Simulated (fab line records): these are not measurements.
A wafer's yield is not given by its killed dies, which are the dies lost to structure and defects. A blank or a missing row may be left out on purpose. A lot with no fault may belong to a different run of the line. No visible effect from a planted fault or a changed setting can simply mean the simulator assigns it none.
fab line records | flow berkeley-cmos170 | part 1 of 2: steps 1 to 31 of 40
[record] lots = 5 wafers = 15 last-day = 12
route steps=331 shown M2@274 V2@292 M3@309
lots that met no fault: taken from a fault-free run of the same line
start-h: hours from the record's opening day to when the first of the lot's shown wafers began | wait-h: hours from the lot's prior step to this one | " repeats the value in the row above | L1.1+2: one row covering several wafers at once | - either no value or no given start | * or withheld: withheld | < > ~ a bound
route shown NAME@n: a module of which the file shows steps, and the number in the route of the first | usual: mean and standard deviation over wafers with no fault | same: alike in all rows | chamber/n: place in a boat | sites: each site's reading | _std_site: the values' standard deviation | _edge_site: outer sites' mean less inner sites' | radius-mm: for every site, how far away it sits from the centre of the wafer | mask NAME#n: copy n | behind: the most recent tool/chamber to have shaped the wafer | hold: why the lot was held/for how many hours/how that ended | device: the transistor (n, p or np) that didn't switch | end of line: tests run on the same wafers once the route is complete | where a step has no rows: the recipe by itself | killed: not the wafer's yield, but the dies lost to structure and defects at the first sort | map: a wafer's dies, x killed, . not, _ none there
set.NAME: the setting the step ran with; set.NAME@STEP: the setting that earlier step ran with | model.NAME: the simulator's own value behind a step, which no gauge read
lots at selected steps of the route; one table per step, one row per wafer
services: a tool's chamber out of use, with start hour (start-h, from the record's first day; less than 0 if before it), hours out, and reason
[[steps]]
[step UCB170_M2_THK_MEAS_03]
[recipe] thk-meas-gauge = xrf reads = Al_of_M2_SPUTTER_01
[usual] M2_AL_THK = 901/8.5
// columns lot.wafer tool chamber start-h wait-h M2_AL_THK[nm]
L081.4 film-metro-02 - 210.30 0.1 891
L081.5 " - " " 896
L081.6 " - " " 894
L085.1 film-metro-02 - 247.94 0.1 909
L085.3 " - " " 906
L085.4 " - " " 898
L093.1 film-metro-04 - 265.58 0.1 914
L093.5 " - " " 908
L093.6 " - " " 902
L089.1 film-metro-02 - 265.83 0.1 906
L089.3 " - " " 898
L089.4 " - " " 897
L095.2 film-metro-04 - 277.94 0.1 911
L095.3 " - " " 909
L095.6 " - " " 918
[step UCB170_M2_HMDS_04]
[recipe] prime-time-s = 60 prime-temp-c = 100
// columns lot.wafer tool chamber start-h wait-h
L081.4+5+6 litho-track-02 0 210.41 0.1
L085.1+3+4 litho-track-01 0 248.29 0.3
L093.1+5+6 litho-track-01 0 265.64 0.1
L089.1+3+4 litho-track-02 0 265.89 0.1
L095.2+3+6 litho-track-01 0 278.11 0.2
[step UCB170_M2_COAT_05]
[recipe] resist = KrF spin-rpm = 1500 resist-thk-nm = 900
// columns lot.wafer tool chamber start-h wait-h
L081.4+5+6 litho-track-02 0 210.56 0.1
L085.1+3+4 litho-track-01 0 248.44 0.1
L093.1+5+6 litho-track-01 0 265.79 0.1
L089.1+3+4 litho-track-02 0 266.04 0.1
L095.2+3+6 litho-track-01 0 278.26 0.1
[step UCB170_M2_SOFTBAKE_06]
[recipe] resist = KrF temp-c = 130 time-s = 60
// columns lot.wafer tool chamber start-h wait-h
L081.4+5+6 litho-track-02 0 210.71 0.1
L085.1+3+4 litho-track-01 0 248.59 0.1
L093.1+5+6 litho-track-01 0 265.94 0.1
L089.1+3+4 litho-track-02 0 266.19 0.1
L095.2+3+6 litho-track-01 0 278.41 0.1
[step UCB170_M2_STRIP_07]
[recipe] chemistry = O2 power-w = 400 pressure-mtorr = 3500 platen-temp-c = withheld o2-flow-sccm = 400 overash-fraction = 0.5
[usual] chamber-pressure-mTorr = 3500/3.3 drypump-motor-current-A = 6.0/0.67 oes-product-au = 0.735/0.0047 strip-time-to-endpoint-s = 21.99/0.068
// columns lot.wafer tool chamber start-h wait-h chamber-pressure-mTorr drypump-motor-current-A oes-product-au rf-hours-counter-h strip-time-to-endpoint-s
L081.4 plasma-asher-03 0 210.82 0.1 3498 5.4 0.730 - 21.82
L081.5 " 0 " " 3502 5.4 0.738 - 21.81
L081.6 " 1 " " 3501 6.6 0.736 - 21.92
L085.1 plasma-asher-04 0 248.74 0.1 3497 5.1 0.738 16 22.08
L085.3 " 0 " " 3501 5.1 0.726 - 22.13
L085.4 " 1 " " 3491 6.7 0.726 - 22.03
L093.1 plasma-asher-02 1 266.09 0.1 3491 5.6 0.738 57 22.12
L093.5 " 1 " " 3503 5.6 0.728 - 22.02
L093.6 " 0 " " 3498 6.5 0.741 - 22.01
L089.1 plasma-asher-04 1 266.34 0.1 3496 6.7 0.728 18 22.00
L089.3 " 1 " " 3507 6.7 0.739 - 21.94
L089.4 " 0 " " 3497 5.1 0.732 - 21.97
L095.2 plasma-asher-02 1 278.54 0.1 3501 5.6 0.737 58 22.00
L095.3 " 0 " " 3498 6.5 0.736 - 21.93
L095.6 " 0 " " 3504 6.5 0.730 - 22.00
[step UCB170_M2_STRIP_08]
[recipe] chemistry = DMSO temp-c = 80 time-s = 600 material = KrF
[usual] bath-heat-duty-pct = 18.3/1.7
// columns lot.wafer tool chamber start-h wait-h bath-heat-duty-pct
L081.4 wet-bench-02 0 211.60 0.7 19.5
L081.5 " 0 " " 19.6
L081.6 " 0 " " 21.4
L085.1 wet-bench-02 3 248.84 0.1 16.4
L085.3 " 3 " " 17.4
L085.4 " 3 " " 17.3
L093.1 wet-bench-04 2 266.19 0.1 14.4
L093.5 " 2 " " 13.8
L093.6 " 2 " " 13.3
L089.1 wet-bench-04 1 266.44 0.1 18.5
L089.3 " 1 " " 18.0
L089.4 " 1 " " 18.3
L095.2 wet-bench-02 0 278.80 0.2 20.1
L095.3 " 0 " " 18.7
L095.6 " 0 " " 21.5
[step UCB170_M2_COAT_09]
[recipe] resist = BARC temp-c = withheld time-s = withheld spin-rpm = 3000 resist-thk-nm = withheld
// columns lot.wafer tool chamber start-h wait-h
L081.4+5+6 litho-track-01 0 212.15 0.4
L085.1+3+4 litho-track-04 0 249.02 0.0
L093.1+5+6 litho-track-01 0 266.54 0.2
L089.1+3+4 litho-track-01 0 266.99 0.4
L095.2+3+6 litho-track-02 0 279.00 0.0
[step UCB170_M2_COAT_10]
[recipe] resist = KrF spin-rpm = 1500 resist-thk-nm = 900
// columns lot.wafer tool chamber start-h wait-h
L081.4+5+6 litho-track-01 0 - -
L085.1+3+4 litho-track-04 0 - -
L093.1+5+6 litho-track-01 0 - -
L089.1+3+4 litho-track-01 0 - -
L095.2+3+6 litho-track-02 0 - -
[step UCB170_M2_SOFTBAKE_11]
[recipe] resist = KrF temp-c = 130 time-s = 60
// columns lot.wafer tool chamber start-h wait-h
L081.4+5+6 litho-track-01 0 - -
L085.1+3+4 litho-track-04 0 - -
L093.1+5+6 litho-track-01 0 - -
L089.1+3+4 litho-track-01 0 - -
L095.2+3+6 litho-track-02 0 - -
[step UCB170_M2_EXPOSE_12]
[recipe] mask-id = METAL2 target-cd-nm = 700 na = 0.5 sigma-outer = 0.6 source-shape = conventional dose-mj = 26
// columns lot.wafer tool chamber start-h wait-h mask
L081.4+5+6 krf-scanner-02 0 212.83 - METAL2#0
L085.1+3+4 krf-scanner-02 0 249.59 - METAL2#0
L093.1+5+6 krf-scanner-02 0 266.99 - METAL2#0
L089.1+3+4 krf-scanner-01 0 267.57 - METAL2#0
L095.2+3+6 krf-scanner-01 0 279.44 - METAL2#0
[step UCB170_M2_PEB_13]
[recipe] peb-temp-c = 130 peb-time-s = withheld resist = KrF
// columns lot.wafer tool chamber start-h wait-h
L081.4+5+6 litho-track-01 0 213.60 0.7
L085.1+3+4 litho-track-02 0 249.86 0.2
L093.1+5+6 litho-track-04 0 267.11 0.1
L089.1+3+4 litho-track-01 0 267.72 0.1
L095.2+3+6 litho-track-02 0 279.57 0.1
[step UCB170_M2_DEVELOP_14]
[recipe] developer = TMAH develop-time-s = 45 resist = KrF dev-temp-c = 21
// columns lot.wafer tool chamber start-h wait-h
L081.4+5+6 litho-track-01 0 - -
L085.1+3+4 litho-track-02 0 - -
L093.1+5+6 litho-track-04 0 - -
L089.1+3+4 litho-track-01 0 - -
L095.2+3+6 litho-track-02 0 - -
[step UCB170_M2_CD_MEAS_15]
[recipe] target-cd-nm = 700
[usual] cd-nm = 700.1/1.4
// columns lot.wafer tool chamber start-h wait-h cd-nm
L081.4 cd-sem-02 - 213.86 - 697.9
L081.5 " - " " 698.9
L081.6 " - " " 698.1
L085.1 cd-sem-01 - 250.13 - 700.5
L085.3 " - " " 700.8
L085.4 " - " " 699.7
L093.1 cd-sem-02 - 267.39 - 696.2
L093.5 " - " " 698.4
L093.6 " - " " 699.0
L089.1 cd-sem-01 - 268.03 - 698.4
L089.3 " - " " 697.8
L089.4 " - " " 699.0
L095.2 cd-sem-02 - 279.84 - 700.5
L095.3 " - " " 701.8
L095.6 " - " " 699.7
[step UCB170_M2_OVL_MEAS_16]
[usual] M2_OVL = 5/6.5
// columns lot.wafer tool chamber start-h wait-h M2_OVL[nm]
L081.4 overlay-02 - 213.94 0.1 -6
L081.5 " - " " 1
L081.6 " - " " -8
L085.1 overlay-01 - 250.25 0.1 0
L085.3 " - " " -3
L085.4 " - " " -1
L093.1 overlay-01 - 267.51 0.1 -9
L093.5 " - " " -9
L093.6 " - " " 1
L089.1 overlay-01 - 268.15 0.1 15
L089.3 " - " " 12
L089.4 " - " " 4
L095.2 overlay-01 - 279.94 0.1 14
L095.3 " - " " 13
L095.6 " - " " 18
[step UCB170_M2_ETCH_17]
[recipe] chemistry = N2/H2 target-depth-a = withheld overetch-a = withheld target = BARC time-s = withheld source-w = 500 bias-w = 100 pressure-mtorr = 30 n2-flow-sccm = 100 h2-flow-sccm = 200
[usual] chamber-pressure-mTorr = 30.002/0.024 drypump-motor-current-A = 5.6/0.49 oes-product-au = 1.005/0.025 rf-fwd-power-W = 495.2/2 throttle-valve-pct = 13.32/0.23
// columns lot.wafer tool chamber start-h wait-h chamber-pressure-mTorr drypump-motor-current-A oes-product-au rf-fwd-power-W throttle-valve-pct
L081.4 rie-diel-04 1 213.96 0.0 29.957 6.3 0.995 492.8 13.60
L081.5 " 3 " " 30.042 5.7 0.967 493.5 13.47
L081.6 " 2 " " 29.998 5.2 0.938 494.9 12.93
L085.1 rie-diel-02 0 250.29 0.0 29.942 5.3 1.025 494.3 12.98
L085.3 " 2 " " 29.992 6.4 1.014 495.4 13.09
L085.4 " 3 " " 29.977 5.9 1.015 498.5 13.19
L093.1 rie-diel-01 3 267.54 0.0 30.027 5.9 0.962 493.5 13.41
L093.5 " 0 " " 29.999 5.1 1.021 495.1 13.11
L093.6 " 3 " " 29.996 5.9 0.987 496.7 13.40
L089.1 rie-diel-02 0 268.18 0.0 29.978 5.3 1.018 493.6 12.99
L089.3 " 3 " " 29.995 5.9 1.001 498.5 13.19
L089.4 " 0 " " 30.002 5.3 1.019 494.9 12.99
L095.2 rie-diel-04 0 279.97 0.0 29.980 5.7 0.997 496.1 13.56
L095.3 " 3 " " 29.979 5.7 0.976 494.9 13.46
L095.6 " 2 " " 29.989 5.2 0.941 495.8 12.93
[step UCB170_M2_METAL_ETCH_18]
[recipe] chemistry = Cl2/BCl3 target = Al stop-on = SiO2 pressure-mtorr = 12 target-depth-a = 11700 over-etch-frac = 0.3 time-s = 195 icp-w = 600 bias-w = 120 Cl2_flow_sccm = 90 bcl3-flow-sccm = 45
[usual] chamber-pressure-mTorr = 11.999/0.011 drypump-motor-current-A = 5.47/0.22 mfc-cl2-sccm = 89.99/0.26 oes-product-au = 0.863/0.011 rf-fwd-power-W = 597.9/1.8 throttle-valve-pct = 24.40/0.23
// columns lot.wafer tool chamber start-h wait-h chamber-pressure-mTorr drypump-motor-current-A mfc-cl2-sccm oes-product-au rf-fwd-power-W rf-hours-counter-h throttle-valve-pct
L081.4 rie-metal-02 1 214.06 - 12.008 5.73 90.04 0.868 597.0 - 24.16
L081.5 " 0 " " 11.990 5.35 89.87 0.868 598.2 - 24.36
L081.6 " 1 " " 11.995 5.75 89.90 0.870 600.0 - 24.16
L085.1 rie-metal-01 1 250.33 - 12.014 5.67 89.99 0.873 598.3 4 24.14
L085.3 " 1 " " 11.996 5.66 90.63 0.875 600.9 - 24.14
L085.4 " 0 " " 12.007 5.12 90.55 0.850 595.7 - 24.80
L093.1 rie-metal-03 1 267.58 - 12.008 5.63 90.08 0.869 595.8 11 24.43
L093.5 " 0 " " 11.992 5.33 90.49 0.854 596.7 - 24.47
L093.6 " 1 " " 11.997 5.64 90.02 0.861 596.9 - 24.44
L089.1 rie-metal-01 0 268.22 - 11.984 5.16 90.20 0.855 595.8 13 24.79
L089.3 " 1 " " 12.006 5.68 90.14 0.862 601.3 - 24.13
L089.4 " 0 " " 11.995 5.14 89.70 0.847 598.9 - 24.80
L095.2 rie-metal-01 1 280.02 - 12.004 5.70 90.19 0.875 598.7 5 24.12
L095.3 " 1 " " 11.998 5.68 89.93 0.871 598.3 - 24.13
L095.6 " 0 " " 12.000 5.14 89.89 0.851 598.5 - 24.78
[step UCB170_M2_STRIP_19]
[recipe] chemistry = O2 power-w = 400 pressure-mtorr = 3500 platen-temp-c = withheld o2-flow-sccm = 400 overash-fraction = 0.5
[usual] chamber-pressure-mTorr = 3500/3.3 drypump-motor-current-A = 6.0/0.67 oes-product-au = 0.536/0.014
// columns lot.wafer tool chamber start-h wait-h chamber-pressure-mTorr drypump-motor-current-A oes-product-au rf-hours-counter-h
L081.4 plasma-asher-03 1 214.22 0.1 3498 6.6 0.565 -
L081.5 " 0 " " 3501 5.4 0.551 -
L081.6 " 1 " " 3503 6.6 0.555 -
L085.1 plasma-asher-03 0 250.52 0.1 3499 5.4 0.531 47
L085.3 " 1 " " 3503 6.6 0.545 -
L085.4 " 0 " " 3499 5.4 0.540 -
L093.1 plasma-asher-04 1 267.77 0.1 3503 6.7 0.510 18
L093.5 " 0 " " 3499 5.1 0.546 -
L093.6 " 1 " " 3499 6.7 0.514 -
L089.1 plasma-asher-02 1 268.41 0.1 3500 5.6 0.539 57
L089.3 " 1 " " 3500 5.6 0.532 -
L089.4 " 0 " " 3504 6.5 0.536 -
L095.2 plasma-asher-02 0 280.20 0.1 3504 6.5 0.527 59
L095.3 " 0 " " 3497 6.5 0.526 -
L095.6 " 1 " " 3497 5.6 0.538 -
[step UCB170_M2_CD_MEAS_90]
[recipe] target-cd-nm = 700
[usual] cd-nm = 698/3.4
// columns lot.wafer tool chamber start-h wait-h cd-nm
L081.4 cd-sem-02 - 214.35 0.1 698
L081.5 " - " " 701
L081.6 " - " " 698
L085.1 cd-sem-02 - 250.62 0.1 696
L085.3 " - " " 696
L085.4 " - " " 695
L093.1 cd-sem-01 - 267.91 0.1 696
L093.5 " - " " 697
L093.6 " - " " 700
L089.1 cd-sem-01 - 268.51 0.1 690
L089.3 " - " " 694
L089.4 " - " " 694
L095.2 cd-sem-01 - 280.32 0.1 696
L095.3 " - " " 699
L095.6 " - " " 693
[step UCB170_V2_CVD_00]
[recipe] material = SiO2 target-thk-nm = 2000 temp-c = 390 precursor = TEOS/O2 time-s = 250 rf-w = 550 pressure-mtorr = 9000
[usual] heater-power-w = 272/56 rf-fwd-power-W = 548.3/1.6
// columns lot.wafer tool chamber start-h wait-h heater-power-w rf-fwd-power-W
L081.4 pecvd-03 0 214.49 0.1 337 545.9
L081.5 " 1 " " 249 547.2
L081.6 " 2 " " 187 549.5
L085.1 pecvd-04 2 250.74 0.1 312 547.7
L085.3 " 1 " " 281 549.8
L085.4 " 2 " " 239 545.9
L093.1 pecvd-03 1 268.03 0.1 295 548.2
L093.5 " 2 " " 275 546.7
L093.6 " 0 " " 233 549.6
L089.1 pecvd-04 0 268.63 0.1 387 548.0
L089.3 " 1 " " 240 548.2
L089.4 " 0 " " 292 547.6
L095.2 pecvd-01 1 280.42 0.1 255 546.2
L095.3 " 0 " " 280 548.3
L095.6 " 0 " " 193 552.8
[step UCB170_V2_THK_MEAS_01]
[recipe] reads = SiO2_of_V2_CVD_00
[usual] V2_TEOS_THK = 2000/25
// columns lot.wafer tool chamber start-h wait-h V2_TEOS_THK[nm]
L081.4 film-metro-04 - 214.59 0.0 2004
L081.5 " - " " 2030
L081.6 " - " " 2043
L085.1 film-metro-04 - 250.89 0.1 1968
L085.3 " - " " 1979
L085.4 " - " " 1983
L093.1 film-metro-04 - 268.18 0.1 1969
L093.5 " - " " 1975
L093.6 " - " " 1999
L089.1 film-metro-03 - 268.79 0.1 1972
L089.3 " - " " 2004
L089.4 " - " " 2025
L095.2 film-metro-04 - 280.59 0.1 1958
L095.3 " - " " 1991
L095.6 " - " " 2018
[step UCB170_V2_CMP_02]
[recipe] material = SiO2 down-force-psi = 6 platen-rpm = 60 pad-velocity-m-s = 0.75398
[usual] motor-current-A = 17.2/1.8
// columns lot.wafer tool chamber start-h wait-h motor-current-A
L081.4 cmp-02 3 214.77 0.2 16.3
L081.6 " 0 " " 17.7
L081.5 " 1 " " 16.6
L085.3 cmp-01 0 250.95 0.0 16.3
L085.4 " 1 " " 20.4
L085.1 " 3 " " 18.3
L093.1 cmp-02 2 268.24 0.1 15.7
L093.6 " 2 " " 16.5
L093.5 " 3 " " 16.6
L089.4 cmp-01 0 268.85 0.0 16.3
L089.1 " 1 " " 20.2
L089.3 " 3 " " 17.1
L095.3 cmp-02 2 280.64 0.0 17.0
L095.2 " 3 " " 16.0
L095.6 " 3 " " 16.8
[step UCB170_V2_BOW_MEAS_03]
[recipe] mode = bow
[usual] V2_BOW = 36/6.9
// columns lot.wafer tool chamber start-h wait-h V2_BOW[um]
L081.4 film-metro-04 - 214.98 0.2 46
L081.5 " - " " 38
L081.6 " - " " 43
L085.1 film-metro-01 - 251.25 0.1 31
L085.3 " - " " 33
L085.4 " - " " 32
L093.1 film-metro-01 - 268.54 0.2 30
L093.5 " - " " 21
L093.6 " - " " 25
L089.1 film-metro-01 - 269.15 0.2 36
L089.3 " - " " 41
L089.4 " - " " 40
L095.2 film-metro-03 - 280.96 0.2 33
L095.3 " - " " 37
L095.6 " - " " 32
[step UCB170_V2_THK_MEAS_04]
[recipe] reads = SiO2_of_V2_CVD_00
[usual] V2_POLISHED_THK = 1000.3/1.3
// columns lot.wafer tool chamber start-h wait-h V2_POLISHED_THK[nm]
L081.4 film-metro-04 - 215.07 0.1 1001.4
L081.5 " - " " 1000.0
L081.6 " - " " 1001.9
L085.1 film-metro-01 - 251.37 0.1 1000.6
L085.3 " - " " 1001.1
L085.4 " - " " 999.2
L093.1 film-metro-01 - 268.66 0.1 999.5
L093.5 " - " " 1003.0
L093.6 " - " " 1000.0
L089.1 film-metro-01 - 269.27 0.1 1000.0
L089.3 " - " " 1001.7
L089.4 " - " " 1000.3
L095.2 film-metro-03 - 281.07 0.1 1001.2
L095.3 " - " " 999.3
L095.6 " - " " 1001.7
[step UCB170_V2_CLEAN_05]
[recipe] chemistry = DIW
// columns lot.wafer tool chamber start-h wait-h
L081.4+5+6 wet-bench-02 1 215.44 0.4
L085.1+3+4 wet-bench-02 0 251.43 0.1
L093.1+5+6 wet-bench-02 1 268.72 0.1
L089.1+3+4 wet-bench-03 2 269.33 0.1
L095.2+3+6 wet-bench-02 3 281.12 0.0
[step UCB170_V2_HMDS_06]
[recipe] prime-time-s = 60 prime-temp-c = 100
// columns lot.wafer tool chamber start-h wait-h
L081.4+5+6 litho-track-03 0 216.28 0.6
L085.1+3+4 litho-track-03 0 252.12 0.5
L093.1+5+6 litho-track-01 0 269.62 0.7
L089.1+3+4 litho-track-01 0 270.52 1.0
L095.2+3+6 litho-track-04 0 281.32 0.0
[step UCB170_V2_COAT_07]
[recipe] resist = KrF spin-rpm = 1500 resist-thk-nm = 900
// columns lot.wafer tool chamber start-h wait-h
L081.4+5+6 litho-track-03 0 216.43 0.1
L085.1+3+4 litho-track-03 0 252.27 0.1
L093.1+5+6 litho-track-01 0 269.77 0.1
L089.1+3+4 litho-track-01 0 270.67 0.1
L095.2+3+6 litho-track-04 0 281.47 0.1
[step UCB170_V2_SOFTBAKE_08]
[recipe] resist = KrF temp-c = 130 time-s = 60
// columns lot.wafer tool chamber start-h wait-h
L081.4+5+6 litho-track-03 0 216.58 0.1
L085.1+3+4 litho-track-03 0 252.42 0.1
L093.1+5+6 litho-track-01 0 269.92 0.1
L089.1+3+4 litho-track-01 0 270.82 0.1
L095.2+3+6 litho-track-04 0 281.62 0.1
[step UCB170_V2_EXPOSE_09]
[recipe] mask-id = VIA2 target-cd-nm = 700 na = 0.5 sigma-outer = 0.6 source-shape = conventional dose-mj = 37
// columns lot.wafer tool chamber start-h wait-h mask
L081.4+5+6 krf-scanner-02 0 216.84 0.2 VIA2#0
L085.1+3+4 krf-scanner-01 0 252.57 0.1 VIA2#0
L093.1+5+6 krf-scanner-01 0 270.19 0.2 VIA2#0
L089.1+3+4 krf-scanner-01 0 270.99 0.1 VIA2#0
L095.2+3+6 krf-scanner-01 0 281.89 0.2 VIA2#0
[step UCB170_V2_PEB_10]
[recipe] peb-temp-c = 130 peb-time-s = withheld resist = KrF
// columns lot.wafer tool chamber start-h wait-h
L081.4+5+6 litho-track-01 0 217.16 0.3
L085.1+3+4 litho-track-04 0 253.41 0.8
L093.1+5+6 litho-track-01 0 270.97 0.8
L089.1+3+4 litho-track-04 0 271.64 0.6
L095.2+3+6 litho-track-03 0 282.01 0.1
[step UCB170_V2_DEVELOP_11]
[recipe] developer = TMAH develop-time-s = 45 resist = KrF dev-temp-c = 21
// columns lot.wafer tool chamber start-h wait-h
L081.4+5+6 litho-track-01 0 - -
L085.1+3+4 litho-track-04 0 - -
L093.1+5+6 litho-track-01 0 - -
L089.1+3+4 litho-track-04 0 - -
L095.2+3+6 litho-track-03 0 - -
[step UCB170_V2_CD_MEAS_12]
[recipe] target-cd-nm = 700
[usual] cd-nm = 699.9/1.4
// columns lot.wafer tool chamber start-h wait-h cd-nm
L081.4 cd-sem-01 - 217.42 - 699.0
L081.5 " - " " 698.0
L081.6 " - " " 698.9
L085.1 cd-sem-01 - 253.68 - 699.3
L085.3 " - " " 699.8
L085.4 " - " " 699.8
L093.1 cd-sem-02 - 271.24 - 699.5
L093.5 " - " " 700.8
L093.6 " - " " 701.8
L089.1 cd-sem-01 - 271.91 - 699.1
L089.3 " - " " 700.1
L089.4 " - " " 699.4
L095.2 cd-sem-02 - 282.28 - 700.5
L095.3 " - " " 700.0
L095.6 " - " " 698.8
